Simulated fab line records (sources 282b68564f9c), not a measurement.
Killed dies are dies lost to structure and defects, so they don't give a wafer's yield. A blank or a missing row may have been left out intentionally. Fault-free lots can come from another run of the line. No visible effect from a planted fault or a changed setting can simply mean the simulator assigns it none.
What tool caused it? | flow rit-cmos | Sampling: 15 lots, 45 wafers, 3 of 202 route steps

## WHAT EACH GAUGE READ, for each wafer
RIT_SILICIDE_RS_MEAS_02: the measuring method here is four-point-probe.
lot  | measured    | on            | SILICIDE_TI_RS (ohm/sq)
L344 | day 3 03:01 | film-metro-03 | 50.3 50.4 49.8
L345 | day 3 12:05 | film-metro-02 | 50.2 49.7 50.9
L346 | day 3 16:46 | film-metro-03 | 50.5 50.9 50.3
L347 | day 3 20:17 | film-metro-02 | 56.0 55.8 55.7
L349 | day 4 07:59 | film-metro-03 | 55.5 56.4 56.0
L351 | day 4 14:44 | film-metro-03 | 57.4 57.3 57.4
L352 | day 4 19:47 | film-metro-03 | 50.0 50.2 50.0
L356 | day 5 14:58 | film-metro-03 | 50.2 49.9 49.7
L358 | day 6 01:19 | film-metro-03 | 48.9 49.9 49.0
L360 | day 6 12:11 | film-metro-03 | 49.3 49.6 49.5
L361 | day 6 15:34 | film-metro-04 | 51.0 52.5 52.0
L363 | day 7 02:43 | film-metro-02 | 49.1 49.2 49.5
L364 | day 7 07:16 | film-metro-02 | 51.4 50.5 50.9
L365 | day 7 11:58 | film-metro-04 | 50.1 49.6 49.8
L366 | day 7 16:36 | film-metro-02 | 50.1 50.5 50.0

RIT_SILICIDE_THK_MEAS_03: measures by xrf.
lot  | measured    | on            | SILICIDE_TI_THK (nm)
L344 | day 3 03:08 | film-metro-03 | 28.9 28.8 29.2
L345 | day 3 12:11 | film-metro-02 | 28.7 29.0 28.4
L346 | day 3 16:52 | film-metro-03 | 28.8 28.7 28.7
L347 | day 3 20:24 | film-metro-02 | 26.3 26.4 26.4
L349 | day 4 08:07 | film-metro-03 | 26.7 26.2 26.3
L351 | day 4 14:51 | film-metro-03 | 25.8 26.0 26.0
L352 | day 4 19:55 | film-metro-03 | 29.1 28.8 29.0
L356 | day 5 15:05 | film-metro-03 | 28.9 29.0 29.1
L358 | day 6 01:25 | film-metro-03 | 29.5 29.0 29.5
L360 | day 6 12:18 | film-metro-03 | 29.3 29.2 29.3
L361 | day 6 15:40 | film-metro-04 | 28.4 27.8 28.0
L363 | day 7 02:50 | film-metro-02 | 29.5 29.3 29.0
L364 | day 7 07:22 | film-metro-02 | 28.3 28.6 28.6
L365 | day 7 12:05 | film-metro-04 | 29.1 29.3 29.1
L366 | day 7 16:43 | film-metro-02 | 28.9 28.7 29.0

## TOOL THAT RAN EACH LOT (tool first, then ch and the chambers of the sampled wafers, then the start)
lot  | RIT_SILICIDE_SPUTTER_01
L344 | pvd-sputter-03, day 3 02:52
L345 | pvd-sputter-04, day 3 11:55
L346 | pvd-sputter-03, day 3 16:34
L347 | pvd-sputter-03, day 3 20:07
L349 | pvd-sputter-03, day 4 07:50
L351 | pvd-sputter-03, day 4 14:35
L352 | pvd-sputter-02, day 4 19:38
L356 | pvd-sputter-02, day 5 14:49
L358 | pvd-sputter-02, day 6 01:08
L360 | pvd-sputter-02, day 6 12:02
L361 | pvd-sputter-04, day 6 15:23
L363 | pvd-sputter-02, day 7 02:34
L364 | pvd-sputter-03, day 7 07:05
L365 | pvd-sputter-02, day 7 11:49
L366 | pvd-sputter-03, day 7 16:27
- RIT_SILICIDE_SPUTTER_01: material Ti, target thk 30 nm, time 231.4 s.

## AS READ BY THE TOOLS THEMSELVES (means over the sampled wafers that have a number; for cases with no such wafer, the mark the record gives instead)
RIT_SILICIDE_SPUTTER_01.
lot  | tool           | cathode-dc-power-W (W) | throttle-valve-pct (%)
L344 | pvd-sputter-03 | 349.94                 | 29.5
L345 | pvd-sputter-04 | 350.04                 | 30.5
L346 | pvd-sputter-03 | 349.96                 | 29.8
L347 | pvd-sputter-03 | 323.01                 | 30.1
L349 | pvd-sputter-03 | 323.01                 | 29.6
L351 | pvd-sputter-03 | 323.00                 | 29.9
L352 | pvd-sputter-02 | 350.02                 | 31.2
L356 | pvd-sputter-02 | 349.99                 | 30.2
L358 | pvd-sputter-02 | 349.99                 | 30.5
L360 | pvd-sputter-02 | 350.03                 | 30.6
L361 | pvd-sputter-04 | 349.93                 | 30.2
L363 | pvd-sputter-02 | 350.02                 | 31.1
L364 | pvd-sputter-03 | 350.03                 | 30.1
L365 | pvd-sputter-02 | 349.97                 | 30.5
L366 | pvd-sputter-03 | 350.05                 | 29.9

## THE ANSWER, worked out from the rows above alone
Rule: the usual values come from the lots themselves. Put in order of their means at a reading, lots are off if they are a third of the lots or fewer, leave a main group of 4 or more, and stand apart from it by a gap of 3 or more times the standard deviation of the main group's means; of several such gaps the widest counts. The tables above print the reading to a certain number of digits; a main group whose means all agree to those digits is not used. Also off: a lot with no number at a reading for which 4 or more lots have one. Where the step has rows for the other lots, those lots are counted as sound. Order of review: gauges by route order, followed by the tools' own readings, for which a lot's mean as printed above is used. The first step at which some lot is off is used, and at that step the reading that is off furthest; a lot without a number counts as furthest.
Off: L347, L349, L351, seen at RIT_SILICIDE_RS_MEAS_02 (SILICIDE_TI_RS). Main group: mean 50.1 ohm/sq, sd 0.7.
A tool fits if, at a process step before that reading, it ran every lot that is off, and no sound lot after the first of them. The gauges at RIT_SILICIDE_RS_MEAS_02 aren't tried: what is off there is off at RIT_SILICIDE_SPUTTER_01 too, on other tools, and a gauge's error can't cause that. None of those tried fits.

## WHAT THE SIMULATOR PUT IN
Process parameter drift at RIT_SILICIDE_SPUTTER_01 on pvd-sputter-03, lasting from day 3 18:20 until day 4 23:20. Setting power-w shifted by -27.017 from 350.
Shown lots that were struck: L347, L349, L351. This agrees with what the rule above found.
